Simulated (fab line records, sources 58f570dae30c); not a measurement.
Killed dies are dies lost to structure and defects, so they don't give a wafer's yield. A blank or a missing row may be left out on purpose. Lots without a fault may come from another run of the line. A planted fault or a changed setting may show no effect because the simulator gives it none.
Which tool did it? | flow berkeley_cmos170 | 7 lots, 21 wafers sampled, at 2 steps of a route of 331

WHAT THE GAUGES READ, wafer by wafer
UCB170_CONTACT_THK_MEAS_02.
lot  | measured     | on            | CONTACT_PSG_THK (nm)
L343 | day 8 02:17  | film_metro-01 | 697 695 692
L345 | day 9 05:50  | film_metro-01 | 697 691 690
L348 | day 9 07:37  | film_metro-02 | 696 689 688
L352 | day 10 03:01 | film_metro-01 | 704 703 705
L356 | day 10 19:03 | film_metro-02 | 703 711 704
L357 | day 10 23:38 | film_metro-01 | 689 692 694
L359 | day 11 01:02 | film_metro-01 | 615 614 617

WHICH TOOL RAN EACH LOT (tool, then ch and the chambers of the sampled wafers, then the start)
lot  | UCB170_CONTACT_CVD_01
L343 | lpcvd-01 ch 0, day 8 00:29
L345 | lpcvd-02 ch 0, day 9 04:02
L348 | lpcvd-02 ch 0, day 9 05:50
L352 | lpcvd-01 ch 0, day 10 01:14
L356 | lpcvd-02 ch 1, day 10 17:15
L357 | lpcvd-01 ch 1, day 10 21:49
L359 | lpcvd-02 ch 1, day 10 23:15
- UCB170_CONTACT_CVD_01: deposits PSG from SiH4/O2/PH3, target thk 700 nm, time 2820 s.

THE ANSWER, worked out from the rows above alone
Rule: what is usual is taken from the lots themselves. Put in order of their means at a reading, lots are off if they are a third of the lots or fewer, leave a main group of 4 or more, and stand apart from it by a gap of 3 or more times the standard deviation of the main group's means; of several such gaps the widest counts. A main group whose means are all the same, to the digits that the tables above print for the reading, isn't used. A lot without any number at a reading at which 4 lots or more have one is off too. The other lots that the step has rows for count as sound.
Off: L359, at UCB170_CONTACT_THK_MEAS_02 (CONTACT_PSG_THK). The main group: mean 697 nm, standard deviation 6.
A tool fits if, at a process step before that reading, it ran every lot that is off, and no sound lot after the first of them. The gauges at UCB170_CONTACT_THK_MEAS_02 are tried like those tools. Can't be told from this: 2 tools fit, lpcvd-02 at UCB170_CONTACT_CVD_01, film_metro-01 at UCB170_CONTACT_THK_MEAS_02.

WHAT THE SIMULATOR HAD PUT IN
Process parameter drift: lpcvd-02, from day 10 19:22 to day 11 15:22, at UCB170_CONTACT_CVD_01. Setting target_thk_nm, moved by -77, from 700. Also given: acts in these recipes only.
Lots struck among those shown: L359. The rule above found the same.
